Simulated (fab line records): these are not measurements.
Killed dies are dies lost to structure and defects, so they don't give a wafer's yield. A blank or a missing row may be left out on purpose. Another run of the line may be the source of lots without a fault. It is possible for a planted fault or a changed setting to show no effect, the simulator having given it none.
A lot that was struck, set against a sound lot :: flow berkeleyCmos170 :: 17 out of 331 route steps
Sound: wafers L169.1, L169.4, L169.6. Wafers L181.1, L181.3, L181.5 were the ones struck. Last of all comes the cause.
Per side, at each step with rows, come the tool, then ch with its chambers, and then its first start. Under that, the readings that differ: sound wafers :: struck wafers :: difference of the means :: sigmas: that difference in standard deviations of wafers without a fault.
alike: same words and numbers on both sides, and readings whose means sit less than 2 such deviations apart. not compared: any withheld reading, any reading some wafer has no value for, any bound like >300 that may hide the same value, and any number with overlapping values for which the record gives no deviation.
The two part at a step that has a row with sigmas, a row that says differs or no value, or rows on one side only. When numbers do not overlap yet have no deviation, they are printed without sigmas and do not part them. Lack of a reading on every wafer of one side parts them only where that side has two or more wafers.

first, 1 step without rows for these wafers: UCB170_NSD_DEVELOP_05 (develop time 45 s).
UCB170_NSD_CD_MEAS_06 targets a cd of 1200 nm.
  sound on cdSem-01, day 6 23:50; struck on cdSem-02, day 9 23:32
  alike: cdNm
UCB170_NSD_OVL_MEAS_07:
  sound on overlay-02, day 6 23:58; struck on overlay-01, day 9 23:39
  alike: NSD_OVL
next, for these wafers, 1 step has no rows: UCB170_NSD_IMPLANT_08.
UCB170_NSD_STRIP_09: strips in O2.
  sound on plasmaAsher-02 ch 0, day 7 00:08; struck on plasmaAsher-02 ch 0,1, day 9 23:50
  alike: drypumpMotorCurrentA, oesProductAu, stripTimeToEndpointS
  not compared: rfHoursCounterH
UCB170_NSD_TW_MEAS_10:
  sound on filmMetro-04, day 7 00:14; struck on filmMetro-02, day 9 23:56
  alike: NSD_TW
then, 4 steps without rows for these wafers: UCB170_NSD_CLEAN_11 (cleans in SPM, time 600 s); UCB170_BACKSIDE_HMDS_00 (prime time 60 s); UCB170_BACKSIDE_COAT_01 (resist thk 900 nm); UCB170_BACKSIDE_SOFTBAKE_02 (time 60 s).
UCB170_BACKSIDE_STRIP_03: strips in O2.
  sound on plasmaAsher-04 ch 0, day 7 01:28; struck on plasmaAsher-03 ch 0,1, day 10 00:37
reading: drypumpMotorCurrentA (A)
sound: 4.7 4.7 4.7
struck: 6.5 6.5 5.0
difference: +1.3
sigmas: +2
  alike: oesProductAu, stripTimeToEndpointS
  not compared: rfHoursCounterH
then, 1 step without rows for these wafers: UCB170_BACKSIDE_CLEAN_04 (cleans in SPM, time 600 s).
UCB170_SDANNEAL_RTA_00: time 10 s.
  sound on rtpAnneal-01 ch 0, day 7 01:44; struck on rtpAnneal-02 ch 0, day 10 00:54
reading: lampPowerPct (%)
sound: 23 23 23
struck: 32 32 32
difference: +9
sigmas: +2
  alike: wafer_temp_C_max
UCB170_SDANNEAL_RTA_01: time 5 s.
  sound on rtpAnneal-01 ch 0, day 7 01:48; struck on rtpAnneal-02 ch 0, day 10 00:58
  alike: lampPowerPct, wafer_temp_C_max
UCB170_SDANNEAL_RS_MEAS_02: uses a four-point probe to measure.
  sound on filmMetro-04, day 7 01:52; struck on filmMetro-04, day 10 01:01
reading: PSD_RS (ohm/sq)
sound: 75.97 75.87 75.71
struck: 76.87 76.58 76.74
difference: +0.88
sigmas: +3
UCB170_SDANNEAL_RS_MEAS_03: uses a four-point probe to measure.
  sound on filmMetro-04, day 7 01:59; struck on filmMetro-04, day 10 01:08
  alike: NSD_RS
next, for these wafers, 1 step has no rows: UCB170_M3_PROBE_99.

## WHERE THEY PART
First at UCB170_BACKSIDE_STRIP_03; last, within this record, at UCB170_SDANNEAL_RS_MEAS_02. Later steps at which nothing parts them and some readings are alike: UCB170_SDANNEAL_RS_MEAS_03.

WHY: the cause the simulator had injected
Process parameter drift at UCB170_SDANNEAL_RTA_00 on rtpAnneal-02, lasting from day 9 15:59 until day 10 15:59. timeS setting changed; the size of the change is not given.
